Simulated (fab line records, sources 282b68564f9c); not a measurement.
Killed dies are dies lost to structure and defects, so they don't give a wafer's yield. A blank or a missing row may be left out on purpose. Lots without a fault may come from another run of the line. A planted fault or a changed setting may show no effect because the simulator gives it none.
A struck lot beside a sound one | flow rit_cmos | 17 steps out of a route of 202
Sound: wafers L976.1, L976.2, L976.3. Struck: wafers L965.1, L965.2, L965.5. The cause comes at the end.
At each step with rows: each side's tool, then ch and its chambers, then its first start. Under that, the readings that differ: sound wafers | struck wafers | difference of the means | sigmas: that difference in standard deviations of wafers without a fault.
alike: readings whose means differ by less than 2 such deviations, and words and numbers that are the same on both sides. not compared: withheld readings, readings that some wafer has no value for, bounds like >300 that may hide the same value, and numbers for which the record gives no deviation and whose values overlap.
The two part at a step that has a row with sigmas, a row that says differs or no value, or rows on one side only. Numbers that don't overlap but have no deviation are shown without sigmas and don't part them. A reading that every wafer of one side lacks parts them only if that side has two wafers or more.

first, 1 step without rows for these wafers: RIT_CONTACT_HARDBAKE_10 (time 60 s).
RIT_CONTACT_ETCH_11: etches SiO2 in CHF3/CF4/Ar, stops on TiSi2, target depth 480 nm, time 320 s.
  sound on rie_diel-01 ch 0,1,2, day 7 05:35; struck on rie_diel-02 ch 0,2, day 5 00:28
  alike: drypump_motor_current_A, oes_product_au, throttle_valve_pct
  not compared: rf_hours_counter_h
RIT_CONTACT_STRIP_12: strips in O2, time 180 s.
  sound on plasma_asher-02 ch 0,1, day 7 05:46; struck on plasma_asher-04 ch 0,1, day 5 00:40
  alike: drypump_motor_current_A, rf_refl_power_W
  not compared: rf_hours_counter_h
RIT_CONTACT_CD_MEAS_90: target cd 1000 nm.
  sound on cd_sem-02, day 7 05:57; struck on cd_sem-01, day 5 00:50
  alike: cd_nm
then, 2 steps without rows for these wafers: RIT_CONTACT_CLEAN_13 (cleans in SC1, time 600 s); RIT_CONTACT_CLEAN_14 (cleans in SC2, time 600 s).
RIT_M1_SPUTTER_00: material Al, target thk 400 nm, time 500 s.
  sound on pvd_sputter-01, day 7 06:26; struck on pvd_sputter-04, day 5 01:19
  alike: throttle_valve_pct
RIT_M1_RS_MEAS_01: measures by four-point-probe.
  sound on film_metro-01, day 7 06:44; struck on film_metro-04, day 5 01:37
  alike: M1_AL_RS
RIT_M1_THK_MEAS_02: measures by xrf.
  sound on film_metro-01, day 7 06:51; struck on film_metro-04, day 5 01:44
  alike: M1_AL_THK
then, 3 steps without rows for these wafers: RIT_M1_HMDS_03 (prime time 60 s); RIT_M1_COAT_04 (resist thk 1300 nm); RIT_M1_SOFTBAKE_05 (time 60 s).
RIT_M1_EXPOSE_06: exposes mask M12, target cd 2600 nm.
  sound on iline_stepper-01 ch 0, day 7 07:29; struck on iline_stepper-01 ch 0, day 5 02:22
  reading | sound             | struck                     | difference | sigmas
  mask    | M12#0 M12#0 M12#0 | M12_R1#0 M12_R1#0 M12_R1#0 | differs    |
then, 2 steps without rows for these wafers: RIT_M1_PEB_07; RIT_M1_DEVELOP_08 (develop time 68 s).
RIT_M1_CD_MEAS_09: target cd 2600 nm.
  sound on cd_sem-02, day 7 07:55; struck on cd_sem-02, day 5 03:05
  reading    | sound                | struck               | difference | sigmas
  cd_nm (nm) | 2603.8 2606.2 2603.2 | 2247.2 2247.8 2248.7 | -356.5     | -99 or more
  not compared: hold
then, 1 step without rows for these wafers: RIT_M1_PROBE_99.

WHERE THEY PART
First at RIT_M1_EXPOSE_06; last, within this record, at RIT_M1_CD_MEAS_09.

WHY: what the simulator had put in
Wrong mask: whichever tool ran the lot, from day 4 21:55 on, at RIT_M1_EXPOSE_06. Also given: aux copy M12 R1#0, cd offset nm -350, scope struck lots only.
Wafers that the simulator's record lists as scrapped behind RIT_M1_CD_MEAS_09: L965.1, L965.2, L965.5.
